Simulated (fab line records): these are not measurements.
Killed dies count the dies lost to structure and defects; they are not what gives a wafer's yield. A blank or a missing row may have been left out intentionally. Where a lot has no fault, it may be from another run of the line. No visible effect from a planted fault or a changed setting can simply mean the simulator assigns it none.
fab line records ; flow rit_cmos
record lots=6; wafers=18; last_day=7
route steps=202 shown FOX1@21 FOX2@23 NWELL@28
lots with no fault: from the same line, run without faults
start_h: hours from the record's opening day to when the first of the lot's shown wafers began ; wait_h: time in hours since the lot's previous step ; " as in the row above ; L1.1+2: a single row standing in for several wafers ; - value missing, or start not given ; * or withheld: withheld ; < > ~ a bound
route shown NAME@n: names a module that has steps shown in the file, with the first one's number in the route ; usual: mean/standard deviation of fault-free wafers ; same: alike in all rows ; chamber/n: place in a boat ; sites: readings site by site ; _std_site: the standard deviation of these ; _edge_site: inner sites' mean taken away from outer sites' mean ; radius_mm: for every site, how far away it sits from the centre of the wafer ; mask NAME#n: copy n ; behind: the last tool/chamber to shape the wafer ; hold: cause of the lot's hold/its duration in hours/its outcome ; device: the n, p or np transistor that did not switch ; end of line: the route-end tests of the same wafers ; a step with no rows: only its recipe ; killed: dies lost to structure and defects at the first sort, not the wafer's yield ; map: shows each die of a wafer: x if killed, . if not, _ if none is there
set.NAME: the setting that was run; set.NAME@STEP: the one run at that earlier step ; model.NAME: the simulator's own value behind a step, which no gauge read
lots at some steps of the route; a table a step, a row a wafer
## steps
# step RIT_FOX1_THK_MEAS_01
# recipe reads=SiO2_of_FOX1_OXIDATION_00
# usual FOX1_OXIDE_THK=349/8.5
lot.wafer;tool;chamber;start_h;wait_h;FOX1_OXIDE_THK[nm]
L500.1;film_metro-04;-;37.12;0.0;351
L500.3;film_metro-04;-;37.12;0.0;352
L500.4;film_metro-04;-;37.12;0.0;358
L502.1;film_metro-04;-;47.28;0.0;361
L502.2;film_metro-04;-;47.28;0.0;359
L502.4;film_metro-04;-;47.28;0.0;365
L510.1;film_metro-04;-;87.65;0.0;334
L510.2;film_metro-04;-;87.65;0.0;338
L510.4;film_metro-04;-;87.65;0.0;339
L511.1;film_metro-03;-;93.37;0.0;338
L511.4;film_metro-03;-;93.37;0.0;343
L511.6;film_metro-03;-;93.37;0.0;343
L517.3;film_metro-04;-;121.87;0.0;339
L517.4;film_metro-04;-;121.87;0.0;340
L517.6;film_metro-04;-;121.87;0.0;336
L518.2;film_metro-01;-;127.53;0.0;354
L518.3;film_metro-01;-;127.53;0.0;345
L518.5;film_metro-01;-;127.53;0.0;345
# step RIT_FOX1_WET_ETCH_02
# recipe chemistry=BOE; target_depth_nm=350; time_s=390; temp_c=21.5; dry=n2_spin; dilution=10:1; target=SiO2
# step RIT_FOX2_OXIDATION_00
# recipe temp_c=1089; ambient=H2O; target_thk_a=3507; p_h2o_torr=720; ox_time_s=1130
# step RIT_FOX2_THK_MEAS_01
# recipe reads=SiO2_of_FOX2_OXIDATION_00
# usual FOX2_OXIDE_THK=330/5.8
lot.wafer;tool;chamber;start_h;wait_h;FOX2_OXIDE_THK[nm]
L500.1;film_metro-02;-;38.61;0.0;330
L500.3;film_metro-02;-;38.61;0.0;327
L500.4;film_metro-02;-;38.61;0.0;326
L502.1;film_metro-02;-;49.05;0.0;324
L502.2;film_metro-02;-;49.05;0.0;325
L502.4;film_metro-02;-;49.05;0.0;328
L510.1;film_metro-03;-;89.15;0.0;328
L510.2;film_metro-03;-;89.15;0.0;328
L510.4;film_metro-03;-;89.15;0.0;327
L511.1;film_metro-04;-;94.86;0.0;324
L511.4;film_metro-04;-;94.86;0.0;328
L511.6;film_metro-04;-;94.86;0.0;322
L517.3;film_metro-04;-;123.39;0.0;326
L517.4;film_metro-04;-;123.39;0.0;328
L517.6;film_metro-04;-;123.39;0.0;331
L518.2;film_metro-04;-;129.04;0.0;322
L518.3;film_metro-04;-;129.04;0.0;314
L518.5;film_metro-04;-;129.04;0.0;325
# step RIT_FOX2_CLEAN_02
# recipe chemistry=dHF; dilution=50:1; time_s=180
# step RIT_FOX2_WET_ETCH_03
# recipe chemistry=H3PO4; target=Si3N4; target_depth_nm=195; temp_c=165; time_s=2700
# step RIT_FOX2_THK_MEAS_90
# recipe reads=SiO2_of_FOX2_OXIDATION_00
# usual FIELD_OXIDE_LEFT_1_THK=303/5.8
lot.wafer;tool;chamber;start_h;wait_h;FIELD_OXIDE_LEFT_1_THK[nm]
L500.1;film_metro-04;-;39.49;0.0;302
L500.3;film_metro-04;-;39.49;0.0;299
L500.4;film_metro-04;-;39.49;0.0;299
L502.1;film_metro-02;-;49.99;0.0;296
L502.2;film_metro-02;-;49.99;0.0;298
L502.4;film_metro-02;-;49.99;0.0;301
L510.1;film_metro-04;-;90.03;0.0;301
L510.2;film_metro-04;-;90.03;0.0;301
L510.4;film_metro-04;-;90.03;0.0;300
L511.1;film_metro-02;-;95.73;0.0;297
L511.4;film_metro-02;-;95.73;0.0;302
L511.6;film_metro-02;-;95.73;0.0;294
L517.3;film_metro-04;-;124.26;0.0;299
L517.4;film_metro-04;-;124.26;0.0;300
L517.6;film_metro-04;-;124.26;0.0;304
L518.2;film_metro-02;-;129.98;0.0;295
L518.3;film_metro-02;-;129.98;0.0;287
L518.5;film_metro-02;-;129.98;0.0;298
# step RIT_NWELL_HMDS_00
# recipe prime_time_s=60; prime_temp_c=140
# step RIT_NWELL_COAT_01
# recipe resist=NOVOLAK; spin_rpm=2000; resist_thk_nm=1300
# step RIT_NWELL_SOFTBAKE_02
# recipe resist=NOVOLAK; temp_c=90; time_s=58.47
# step RIT_NWELL_EXPOSE_03
# recipe mask_id=M2; na=0.57; target_cd_nm=43900; dose_mj=250
# step RIT_NWELL_PEB_04
# recipe resist=NOVOLAK; temp_c=withheld; time_s=withheld
# step RIT_NWELL_DEVELOP_05
# recipe resist=NOVOLAK; develop_time_s=68; dev_temp_c=23
# usual chill_plate_temp_C=22.99/0.12; develop_time_s=68/0
lot.wafer;tool;chamber;start_h;wait_h;chill_plate_temp_C;develop_time_s
L500.1;litho_track-02;0;40;-;22.80;68
L500.3;litho_track-02;0;40;-;23.05;68
L500.4;litho_track-02;0;40;-;22.87;68
L502.1;litho_track-04;0;50;-;22.96;68
L502.2;litho_track-04;0;50;-;23.07;68
L502.4;litho_track-04;0;50;-;22.97;68
L510.1;litho_track-04;-;90;-;-;-
L510.2;litho_track-04;-;90;-;-;-
L510.4;litho_track-04;-;90;-;-;-
L511.1;litho_track-04;-;96;-;-;-
L511.4;litho_track-04;-;96;-;-;-
L511.6;litho_track-04;-;96;-;-;-
L517.3;litho_track-04;0;125;-;23.02;68
L517.4;litho_track-04;0;125;-;23.18;68
L517.6;litho_track-04;0;125;-;23.05;68
L518.2;litho_track-02;0;130;-;22.96;68
L518.3;litho_track-02;0;130;-;22.97;68
L518.5;litho_track-02;0;131;-;23.05;68
# step RIT_NWELL_OVL_MEAS_06
# usual NWELL_OVL=-0.5/1.4
lot.wafer;tool;chamber;start_h;wait_h;NWELL_OVL[nm]
L500.1;overlay-02;-;40.43;-;-2.9
L500.3;overlay-02;-;40.43;-;-2.1
L500.4;overlay-02;-;40.43;-;-0.8
L502.1;overlay-02;-;50.93;-;-1.0
L502.2;overlay-02;-;50.93;-;0.3
L502.4;overlay-02;-;50.93;-;1.8
L510.1;overlay-01;-;90.97;-;-
L510.2;overlay-01;-;90.97;-;-
L510.4;overlay-01;-;90.97;-;-
L511.1;overlay-02;-;96.78;-;-
L511.4;overlay-02;-;96.78;-;-
L511.6;overlay-02;-;96.78;-;-
L517.3;overlay-02;-;125.32;-;-1.3
L517.4;overlay-02;-;125.32;-;-1.5
L517.6;overlay-02;-;125.32;-;-0.1
L518.2;overlay-02;-;131.07;-;0.3
L518.3;overlay-02;-;131.07;-;1.1
L518.5;overlay-02;-;131.07;-;-2.5
## key
first_sign step=RIT_NWELL_DEVELOP_05; reading=tool_record; direction=missing
effect none on later readings
met_at RIT_NWELL_DEVELOP_05
struck_wafers L510.1,L510.2,L510.4,L511.1,L511.4,L511.6
sort_left_out L510.1,L510.2,L510.4,L511.1,L511.4,L511.6
tester_left_out L510,L511
onset_between 50 90
fault kind=skipped_step_whole; tool=litho_track-04; chamber=-; onset_h=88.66; steps=RIT_NWELL_DEVELOP_05; scope=struck_lots_only
# tester_left_out: of these lots the tester's yield and bins aren't shown, on N5 and GAA mostly nor the transistor test; their killed dies are dies lost to structure and defects alone, not to doping, threshold or leakage, so they don't give the yield
# sort_left_out: the simulated sort isn't trusted on such a fault, so these wafers' sort isn't shown, and their yield isn't known
